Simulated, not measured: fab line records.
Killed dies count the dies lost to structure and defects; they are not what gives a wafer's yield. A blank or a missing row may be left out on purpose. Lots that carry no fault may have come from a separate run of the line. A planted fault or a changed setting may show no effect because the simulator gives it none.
fab line records -- flow berkeley-cmos170
record: lots: 5, wafers: 23
route steps=331 shown M2@289
start-h: hours from the record's first day to the start of the lot's first wafer shown -- wait-h: time in hours since the lot's previous step -- " same as the row above -- L1.1+2: a row that stands for several wafers -- - no value, or no start was given -- * or withheld: withheld -- < > ~ a bound
route shown NAME@n: NAME is a module with steps in the file, n the number in the route of the first one -- usual: mean/standard deviation taken from wafers without a fault -- same: alike in all rows -- chamber/n: place in a boat -- sites: each site's reading -- _std_site: standard deviation of those values -- _edge_site: outer sites' mean less inner sites' -- radius-mm: how far each site lies from the wafer's centre -- mask NAME#n: copy n -- behind: the tool/chamber that last shaped the wafer -- hold: reason for holding the lot/hours on hold/outcome of the hold -- device: the transistor (n, p or np) that didn't switch -- end of line: the tests these same wafers got at the end of their route -- for a step that has no rows: nothing shown but its recipe -- killed: at the first sort, the dies lost to defects and structure; wafer yield is something else -- map: the dies of a wafer, with x for killed, . for not killed, _ for no die there
set.NAME: setting as actually run; set.NAME@STEP: the setting as run at that earlier step -- model.NAME: the simulator's own value behind a step, which no gauge read
lots whose settings were changed on purpose; a table a step, a row a wafer
== steps ==
step: UCB170_M2_METAL_ETCH_18
recipe: chemistry: Cl2/BCl3, target: Al, stop-on: SiO2, pressure-mtorr: 12, target-depth-a: 11700, over-etch-frac: 0.3, time-s: 195, icp-w: 600, bias-w: 120, Cl2_flow_sccm: 90, bcl3-flow-sccm: 45
usual: oes-product-au: 0.856/0.0079
lot.wafer,tool,chamber,start-h,wait-h,set.over-etch-frac,set.time-s@M2_SPUTTER_01,set.peb-temp-c@M2_PEB_13,oes-product-au,model.M2.cd-nm
L077.1,rie-metal-02,0,190.24,-,0.2389,120,127.9,0.870,722.3
L077.3,rie-metal-02,0,190.24,-,0.2389,120,130,0.872,704.2
L077.4,rie-metal-02,1,190.24,-,0.3,133.2,127.9,0.907,716.2
L077.5,rie-metal-02,0,190.24,-,0.3,133.2,130,0.905,705.1
L077.6,rie-metal-02,1,190.24,-,0.2389,133.2,127.9,0.919,717.9
L079.1,rie-metal-02,0,205.09,-,0.3,120,130,0.851,697.3
L079.2,rie-metal-02,1,205.09,-,0.2599,103.3,130,0.792,705.4
L079.3,rie-metal-02,1,205.09,-,0.3,120,130,0.845,702
L079.4,rie-metal-02,0,205.09,-,0.3,103.3,127.6,0.781,716.4
L079.5,rie-metal-02,0,205.09,-,0.2599,120,127.6,0.874,720.6
L078.1,rie-metal-03,0,205.36,-,0.3,120,130,0.855,704.8
L078.3,rie-metal-03,0,205.36,-,0.3,120,128.9,0.873,711.3
L078.4,rie-metal-03,1,205.36,-,0.3,132.8,130,0.916,704
L078.5,rie-metal-03,1,205.36,-,0.3,132.8,128.9,0.910,710.1
L078.6,rie-metal-03,0,205.36,-,0.3,120,130,0.862,703.8
L081.1,rie-metal-02,0,220.69,-,0.3,120,130,0.853,702.4
L081.3,rie-metal-02,0,220.69,-,0.3,120,130,0.848,701.5
L081.6,rie-metal-02,0,220.69,-,0.3,120,130,0.852,702.1
L083.1,rie-metal-01,1,234.10,-,0.3,108,130,0.818,701.9
L083.3,rie-metal-01,0,234.10,-,0.3,120,128.1,0.849,716.8
L083.4,rie-metal-01,1,234.10,-,0.3,120,130,0.858,702.2
L083.5,rie-metal-01,1,234.10,-,0.3,108,128.1,0.821,715.3
L083.6,rie-metal-01,0,234.10,-,0.3,108,128.1,0.807,715.8
step: UCB170_M2_STRIP_19
recipe: chemistry: O2, power-w: 400, pressure-mtorr: 3500, platen-temp-c: withheld, o2-flow-sccm: 400, overash-fraction: 0.5
step: UCB170_M2_CD_MEAS_90
recipe: target-cd-nm: 700
usual: cd-nm: 702.6/2.1
lot.wafer,tool,chamber,start-h,wait-h,set.peb-temp-c@M2_PEB_13,cd-nm
L077.1,cd-sem-02,-,190.53,0.1,127.9,722.5
L077.3,cd-sem-02,-,190.53,0.1,130,704.3
L077.4,cd-sem-02,-,190.53,0.1,127.9,716.3
L077.5,cd-sem-02,-,190.53,0.1,130,705.3
L077.6,cd-sem-02,-,190.53,0.1,127.9,718.0
L079.1,cd-sem-02,-,205.38,0.1,130,697.4
L079.2,cd-sem-02,-,205.38,0.1,130,705.4
L079.3,cd-sem-02,-,205.38,0.1,130,701.9
L079.4,cd-sem-02,-,205.38,0.1,127.6,717.0
L079.5,cd-sem-02,-,205.38,0.1,127.6,720.6
L078.1,cd-sem-01,-,205.65,0.1,130,704.8
L078.3,cd-sem-01,-,205.65,0.1,128.9,711.3
L078.4,cd-sem-01,-,205.65,0.1,130,704.1
L078.5,cd-sem-01,-,205.65,0.1,128.9,709.8
L078.6,cd-sem-01,-,205.65,0.1,130,703.8
L081.1,cd-sem-01,-,220.98,0.1,130,702.4
L081.3,cd-sem-01,-,220.98,0.1,130,701.1
L081.6,cd-sem-01,-,220.98,0.1,130,702.3
L083.1,cd-sem-01,-,234.40,0.1,130,702.2
L083.3,cd-sem-01,-,234.40,0.1,128.1,717.3
L083.4,cd-sem-01,-,234.40,0.1,130,702.2
L083.5,cd-sem-01,-,234.40,0.1,128.1,715.5
L083.6,cd-sem-01,-,234.40,0.1,128.1,716.0
== key ==
split: step: UCB170_M2_METAL_ETCH_18, setting: over-etch-frac, stated: 0.3, by: wafer
response none clear
split outside-this-file step=UCB170_M2_SPUTTER_01 setting=time-s
split outside-this-file step=UCB170_M2_PEB_13 setting=peb-temp-c
split outside-this-file: this setting was split too, and the file shows its column; the key of that split is in another file
